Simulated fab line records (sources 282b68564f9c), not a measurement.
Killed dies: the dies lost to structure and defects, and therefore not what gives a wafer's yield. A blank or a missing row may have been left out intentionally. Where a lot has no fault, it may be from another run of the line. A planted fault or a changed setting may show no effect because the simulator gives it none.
fab line records	flow ritCmos
[record] lots = 6	wafers = 18	lastDay = 7
route steps=202 shown PSD@144 SDANNEAL@153 NSD@158 PLDD@159 NLDD@160 SILICIDE@161 M1@202
lots that met no fault: from a run of the same line without faults
startH: hours from the record's first day to the start of the lot's first wafer shown	waitH: time in hours since the lot's previous step	" as in the row above	L1.1+2: one row covering several wafers at once	- no value present, or no start provided	* or withheld: withheld	< > ~ a bound
route shown NAME@n: NAME is a module with steps in the file, n the number in the route of the first one	usual: mean and standard deviation over wafers with no fault	same: alike in all rows	chamber/n: place in a boat	sites: readings site by site	_std_site: how widely they spread, as a standard deviation	_edge_site: mean of outer sites minus mean of inner sites	radiusMm: how far each site lies from the wafer's centre	mask NAME#n: copy n	behind: the most recent tool/chamber to have shaped the wafer	hold: cause of the lot's hold/its duration in hours/its outcome	device: the transistor (n, p or np) that didn't switch	end of line: the tests these same wafers got at the end of their route	step lacking rows: just its recipe	killed: dies lost to structure and defects at the first sort, not the wafer's yield	map: a wafer's dies, x killed, . not, _ none there
set.NAME: the run value of the setting; set.NAME@STEP: its run value at that earlier step	model.NAME: the simulator's own value behind a step, which no gauge read
certain route steps with their lots: each step a table, each wafer a row
services: the hour from which a tool's chamber was out of use, counted from the record's first day as startH (under 0 if before that day), plus the number of hours and why
[[steps]]
[step RIT_PSD_SOFTBAKE_02]
[recipe] resist = NOVOLAK	tempC = 90	timeS = 60
[step RIT_PSD_EXPOSE_03]
[recipe] maskId = M10	na = 0.57	targetCdNm = 40900	doseMj = 250
[step RIT_PSD_PEB_04]
[recipe] resist = NOVOLAK	tempC = withheld	timeS = withheld
[step RIT_PSD_DEVELOP_05]
[recipe] resist = NOVOLAK	developTimeS = 50	devTempC = 23
[step RIT_PSD_OVL_MEAS_06]
[usual] PSD_OVL = -0.3/1.4
lot.wafer	tool	chamber	startH	waitH	PSD_OVL[nm]
L763.1	overlay-02	-	52.10	-	-1.5
L763.2	"	-	"	"	0.3
L763.6	"	-	"	"	-1.2
L764.4	overlay-01	-	59.28	-	-1.1
L764.5	"	-	"	"	-0.4
L764.6	"	-	"	"	-0.6
L768.1	overlay-01	-	75.00	-	-1.6
L768.2	"	-	"	"	-1.3
L768.5	"	-	"	"	-0.5
L770.4	overlay-02	-	83.25	-	-1.0
L770.5	"	-	"	"	-1.6
L770.6	"	-	"	"	-1.5
L777.1	overlay-01	-	119.99	-	-0.8
L777.3	"	-	"	"	0.8
L777.4	"	-	"	"	-1.5
L783.2	overlay-01	-	148.78	-	-1.5
L783.4	"	-	"	"	0.0
L783.5	"	-	"	"	1.5
[step RIT_PSD_HARDBAKE_07]
[recipe] resist = NOVOLAK	tempC = 140	timeS = 60
[step RIT_PSD_IMPLANT_08]
[recipe] species = BF2	energyKev = 27	doseCm2 = 5e+15	tiltDeg = 7.321
[step RIT_PSD_STRIP_09]
[recipe] chemistry = O2	timeS = 180	resist = NOVOLAK	platenTempC = withheld	powerW = 500	pressureMtorr = 4000	o2FlowSccm = 4000
[usual] drypumpMotorCurrentA = 5.6/0.33
lot.wafer	tool	chamber	startH	waitH	drypumpMotorCurrentA	rfHoursCounterH
L763.1	plasmaAsher-01	0	52.43	0.1	5.8	43
L763.2	"	1	"	"	5.1	43
L763.6	"	1	"	"	5.1	-
L764.4	plasmaAsher-02	1	59.70	0.1	5.5	-
L764.5	"	1	"	"	5.5	-
L764.6	"	0	"	"	6.1	-
L768.1	plasmaAsher-03	1	75.34	0.1	6.0	24
L768.2	"	0	"	"	5.6	24
L768.5	"	1	"	"	5.9	-
L770.4	plasmaAsher-03	0	83.73	0.1	5.6	-
L770.5	"	1	"	"	5.9	-
L770.6	"	0	"	"	5.6	-
L777.1	plasmaAsher-03	0	120.33	0.1	5.6	29
L777.3	"	1	"	"	6.0	-
L777.4	"	0	"	"	5.6	-
L783.2	plasmaAsher-01	0	149.11	0.1	5.7	54
L783.4	"	0	"	"	5.7	-
L783.5	"	0	"	"	5.8	-
[step RIT_PSD_TW_MEAS_10]
[usual] PSD_TW = 3432/16
lot.wafer	tool	chamber	startH	waitH	PSD_TW
L763.1	filmMetro-04	-	52.61	0.1	3441
L763.2	"	-	"	"	3453
L763.6	"	-	"	"	3419
L764.4	filmMetro-01	-	59.84	0.1	3444
L764.5	"	-	"	"	3466
L764.6	"	-	"	"	3462
L768.1	filmMetro-04	-	75.51	0.1	3416
L768.2	"	-	"	"	3420
L768.5	"	-	"	"	3439
L770.4	filmMetro-03	-	83.88	0.1	3416
L770.5	"	-	"	"	3423
L770.6	"	-	"	"	3408
L777.1	filmMetro-04	-	120.50	0.1	3416
L777.3	"	-	"	"	3428
L777.4	"	-	"	"	3432
L783.2	filmMetro-03	-	149.29	0.1	3420
L783.4	"	-	"	"	3419
L783.5	"	-	"	"	3409
[step RIT_SDANNEAL_CLEAN_00]
[recipe] chemistry = SC1	mix = 3:3:50	timeS = 600	tempC = 75
[step RIT_SDANNEAL_CLEAN_01]
[recipe] chemistry = dHF	dilution = 50:1	timeS = 30
[step RIT_SDANNEAL_CLEAN_02]
[recipe] chemistry = SC2	mix = 3:3:50	timeS = 600	tempC = 75	dry = n2Spin
[step RIT_SDANNEAL_RTA_03]
[recipe] tempC = 1050	timeS = 5	idleTempC = 600	rampUpCPerS = 342	rampDownCPerS = 171	coolToC = 600	ambient = N2
[usual] annealTempCMax = 1055.2/2	wafer_temp_C_max = 1053.6/1.1
lot.wafer	tool	chamber	startH	waitH	annealTempCMax	wafer_temp_C_max
L763.1	rtpAnneal-02	0	53.04	0.0	1053.2	1051.4
L763.2	"	0	"	"	1052.9	1056.1
L763.6	"	0	"	"	1053.1	1053.0
L764.4	rtpAnneal-01	0	60.28	0.0	1055.8	1053.1
L764.5	"	0	"	"	1056.9	1053.7
L764.6	"	0	"	"	1058.2	1051.5
L768.1	rtpAnneal-01	0	75.94	0.0	1055.1	1053.3
L768.2	"	0	"	"	1056.7	1054.6
L768.5	"	0	"	"	1056.3	1052.7
L770.4	rtpAnneal-01	0	84.31	0.0	1056.2	1054.9
L770.5	"	0	"	"	1055.9	1052.9
L770.6	"	0	"	"	1059.8	1053.5
L777.1	rtpAnneal-02	0	120.96	0.0	1053.9	1052.5
L777.3	"	0	"	"	1053.3	1054.0
L777.4	"	0	"	"	1053.4	1054.0
L783.2	rtpAnneal-02	0	149.72	0.0	1055.1	1052.8
L783.4	"	0	"	"	1053.0	1055.2
L783.5	"	0	"	"	1053.9	1052.3
[step RIT_SDANNEAL_RS_MEAS_04]
[recipe] thkMeasGauge = four-point-probe
[usual] PSD_RS = 115.9/0.33
lot.wafer	tool	chamber	startH	waitH	PSD_RS[ohm/sq]
L763.1	filmMetro-03	-	53.09	0.0	116.1
L763.2	"	-	"	"	115.9
L763.6	"	-	"	"	116.3
L764.4	filmMetro-01	-	60.37	0.1	116.7
L764.5	"	-	"	"	116.6
L764.6	"	-	"	"	116.7
L768.1	filmMetro-04	-	76.00	-	72.8
L768.2	"	-	"	"	72.6
L768.5	"	-	"	"	72.5
L770.4	filmMetro-03	-	84.40	-	72.7
L770.5	"	-	"	"	72.5
L770.6	"	-	"	"	72.6
L777.1	filmMetro-04	-	121.02	0.0	115.8
L777.3	"	-	"	"	116.1
L777.4	"	-	"	"	116.1
L783.2	filmMetro-04	-	149.79	0.1	116.3
L783.4	"	-	"	"	116.0
L783.5	"	-	"	"	116.3
[step RIT_SDANNEAL_RS_MEAS_05]
[recipe] thkMeasGauge = four-point-probe
[usual] NSD_RS = 84.58/0.25
lot.wafer	tool	chamber	startH	waitH	NSD_RS[ohm/sq]
L763.1	filmMetro-03	-	53.21	0.1	84.65
L763.2	"	-	"	"	84.92
L763.6	"	-	"	"	84.67
L764.4	filmMetro-01	-	60.49	0.1	84.58
L764.5	"	-	"	"	84.67
L764.6	"	-	"	"	84.54
L768.1	filmMetro-04	-	76.12	0.1	76.79
L768.2	"	-	"	"	76.89
L768.5	"	-	"	"	77.06
L770.4	filmMetro-03	-	84.52	0.1	77.44
L770.5	"	-	"	"	77.05
L770.6	"	-	"	"	77.19
L777.1	filmMetro-04	-	121.14	0.1	84.09
L777.3	"	-	"	"	84.41
L777.4	"	-	"	"	84.27
L783.2	filmMetro-04	-	149.91	0.1	84.50
L783.4	"	-	"	"	84.56
L783.5	"	-	"	"	85.02
[step RIT_SDANNEAL_RS_MEAS_06]
[recipe] thkMeasGauge = four-point-probe
[usual] PLDD_RS = 177.8/0.53
lot.wafer	tool	chamber	startH	waitH	PLDD_RS[ohm/sq]
L763.1	filmMetro-03	-	53.33	0.1	178.1
L763.2	"	-	"	"	177.8
L763.6	"	-	"	"	178.2
L764.4	filmMetro-01	-	60.61	0.1	178.9
L764.5	"	-	"	"	178.7
L764.6	"	-	"	"	178.7
L768.1	filmMetro-04	-	76.24	0.1	140.1
L768.2	"	-	"	"	140.3
L768.5	"	-	"	"	140.4
L770.4	filmMetro-03	-	84.64	0.1	141.5
L770.5	"	-	"	"	141.3
L770.6	"	-	"	"	141.3
L777.1	filmMetro-04	-	121.26	0.1	177.2
L777.3	"	-	"	"	178.3
L777.4	"	-	"	"	176.9
L783.2	filmMetro-04	-	150.03	0.1	177.6
L783.4	"	-	"	"	178.3
L783.5	"	-	"	"	177.9
[step RIT_SDANNEAL_RS_MEAS_07]
[recipe] thkMeasGauge = four-point-probe
[usual] NLDD_RS = 151.5/0.52
lot.wafer	tool	chamber	startH	waitH	NLDD_RS[ohm/sq]
L763.1	filmMetro-03	-	53.45	0.1	152.0
L763.2	"	-	"	"	151.8
L763.6	"	-	"	"	151.6
L764.4	filmMetro-01	-	60.73	0.1	151.8
L764.5	"	-	"	"	151.0
L764.6	"	-	"	"	151.6
L768.1	filmMetro-04	-	76.36	0.1	142.8
L768.2	"	-	"	"	142.5
L768.5	"	-	"	"	142.2
L770.4	filmMetro-03	-	84.76	0.1	143.6
L770.5	"	-	"	"	143.3
L770.6	"	-	"	"	142.8
L777.1	filmMetro-04	-	121.38	0.1	150.5
L777.3	"	-	"	"	150.0
L777.4	"	-	"	"	149.9
L783.2	filmMetro-04	-	150.15	0.1	151.3
L783.4	"	-	"	"	151.6
L783.5	"	-	"	"	151.3
[step RIT_SILICIDE_WET_ETCH_00]
[recipe] chemistry = BOE	target = SiO2	targetDepthNm = 14	timeS = 15	dry = n2Spin	dilution = 10:1	tempC = 21.5
[step RIT_M1_PROBE_99]
[usual] killedAtFrontEnd = 7/3.2	killedDies = 7/3.2	killedOpen = 3.5/2.1	killedShort = 3.5/2.1
[same] grossDies = 264	killed_at_M0_to_M3 = 0	killed_at_M4_up = 0	killedAtBackSide = 0	killedAtContacts = 0	killedAtOther = 0
lot.wafer	tool	chamber	startH	waitH	killedAtFrontEnd	killedDies	killedOpen	killedShort
L763.1	prober-02	-	60.67	0.1	4	4	1	2
L763.2	prober-02	-	60.72	0.1	15	15	6	6
L763.6	prober-02	-	60.92	0.2	3	3	2	1
L764.4	prober-01	-	67.84	0.2	7	7	3	4
L764.5	prober-01	-	67.89	0.2	5	5	3	2
L764.6	prober-01	-	67.94	0.2	7	7	4	3
L768.1	prober-01	-	83.56	0.1	8	8	4	4
L768.2	prober-01	-	83.61	0.1	11	11	6	5
L768.5	prober-01	-	83.76	0.2	1	1	1	0
L777.1	prober-01	-	128.93	0.1	2	2	1	1
L777.3	prober-01	-	129.03	0.2	6	6	1	5
L777.4	prober-01	-	129.08	0.2	10	10	7	3
L783.2	prober-01	-	165.84	0.1	7	7	2	5
L783.4	prober-01	-	165.94	0.2	11	11	7	4
L783.5	prober-01	-	165.99	0.2	11	11	5	6
// killed by level:class
L763.1 FOX2:geometricParticle:open=1 GATE:geometricParticle:short=1 REOX:geometricParticle:short=1 PLDD:coatMicrobubblePrinted=1
L763.2 GATE:geometricParticle:open=3 PLDD:coatMicrobubblePrinted=3 GATE:geometricParticle:short=2 REOX:geometricParticle:open=2 REOX:geometricParticle:short=2 SPACER:geometricParticle:short=2 FOX2:geometricParticle:open=1
L763.6 REOX:geometricParticle:open=1 SPACER:geometricParticle:open=1 SILICIDE:geometricParticle:short=1
L764.4 FOX1:geometricParticle:open=2 GATE:geometricParticle:short=2 FOX1:geometricParticle:short=1 GATE:geometricParticle:open=1 REOX:geometricParticle:short=1
L764.5 FOX2:geometricParticle:open=1 GATE:geometricParticle:short=1 GATE:geometricParticle:open=1 REOX:geometricParticle:open=1 SILICIDE:geometricParticle:short=1
L764.6 FOX1:geometricParticle:short=2 FOX1:geometricParticle:open=1 GATE:geometricParticle:short=1 GATE:geometricParticle:open=1 REOX:geometricParticle:open=1 SILICIDE:geometricParticle:open=1
L768.1 GATE:geometricParticle:open=4 GATE:geometricParticle:short=3 SPACER:geometricParticle:short=1
L768.2 FOX2:geometricParticle:short=3 FOX2:geometricParticle:open=2 GATE:geometricParticle:open=2 REOX:geometricParticle:short=2 REOX:geometricParticle:open=2
L768.5 GATE:geometricParticle:open=1
L777.1 GATE:geometricParticle:open=1 SPACER:geometricParticle:short=1
L777.3 FOX1:geometricParticle:short=3 GATE:geometricParticle:open=1 REOX:geometricParticle:short=1 SPACER:geometricParticle:short=1
L777.4 FOX1:geometricParticle:open=2 GATE:geometricParticle:short=2 GATE:geometricParticle:open=2 SPACER:geometricParticle:open=2 SILICIDE:geometricParticle:short=1 SILICIDE:geometricParticle:open=1
L783.2 REOX:geometricParticle:short=2 FOX2:geometricParticle:open=1 GATE:geometricParticle:short=1 GATE:geometricParticle:open=1 SPACER:geometricParticle:short=1 SILICIDE:geometricParticle:short=1
L783.4 FOX1:geometricParticle:open=3 FOX1:geometricParticle:short=2 REOX:geometricParticle:open=2 FOX2:geometricParticle:open=1 GATE:geometricParticle:short=1 SPACER:geometricParticle:open=1 SPACER:geometricParticle:short=1
L783.5 FOX1:geometricParticle:short=2 GATE:geometricParticle:short=2 SILICIDE:geometricParticle:open=2 FOX1:geometricParticle:open=1 GATE:geometricParticle:open=1 REOX:geometricParticle:short=1 SPACER:geometricParticle:open=1 SILICIDE:geometricParticle:short=1
[[services]]
tool	chamber	startH	hours	kind
plasmaAsher-03	-	34.16	28.1	pm
plasmaAsher-02	-	60.59	2.8	repair
plasmaAsher-02	-	108.92	9.0	pm
plasmaAsher-02	0	108.92	9.0	ventCycle
plasmaAsher-02	1	108.92	9.0	ventCycle
plasmaAsher-02	0	117.92	-	clean
plasmaAsher-02	1	117.92	-	clean
plasmaAsher-01	-	141.87	0.4	repair
[[key]]
[firstSign] step = RIT_SDANNEAL_RS_MEAS_04	reading = PSD_RS	direction = down	sigmas = 99+	usual = 115.9	struck = 72.6
[effect] step = RIT_SDANNEAL_RS_MEAS_05	reading = NSD_RS	direction = down	sigmas = 29	usual = 84.58	struck = 77.07
[effect] step = RIT_SDANNEAL_RS_MEAS_06	reading = PLDD_RS	direction = down	sigmas = 70	usual = 177.8	struck = 140.8
[effect] step = RIT_SDANNEAL_RS_MEAS_07	reading = NLDD_RS	direction = down	sigmas = 17	usual = 151.5	struck = 142.9
metAt RIT_SDANNEAL_RTA_03
struckWafers L768.1,L768.2,L768.5,L770.4,L770.5,L770.6
rowsEnd L770.4,L770.5,L770.6
testerLeftOut L768
onsetBetween 60.28 75.94
[fault] kind = processParameterDrift	tool = rtpAnneal-01	chamber = -	onsetH = 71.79	steps = RIT_SDANNEAL_RTA_03	channel = timeS	offset = *	shape = step	endH = 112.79	actsIn = *	stated = *
// testerLeftOut: of these lots the tester's yield and bins aren't shown, on N5 and GAA mostly nor the transistor test; their killed dies are dies lost to structure and defects alone, not to doping, threshold or leakage, so they don't give the yield
// rowsEnd: these wafers met a further fault down the route, and their rows from its step on are left out
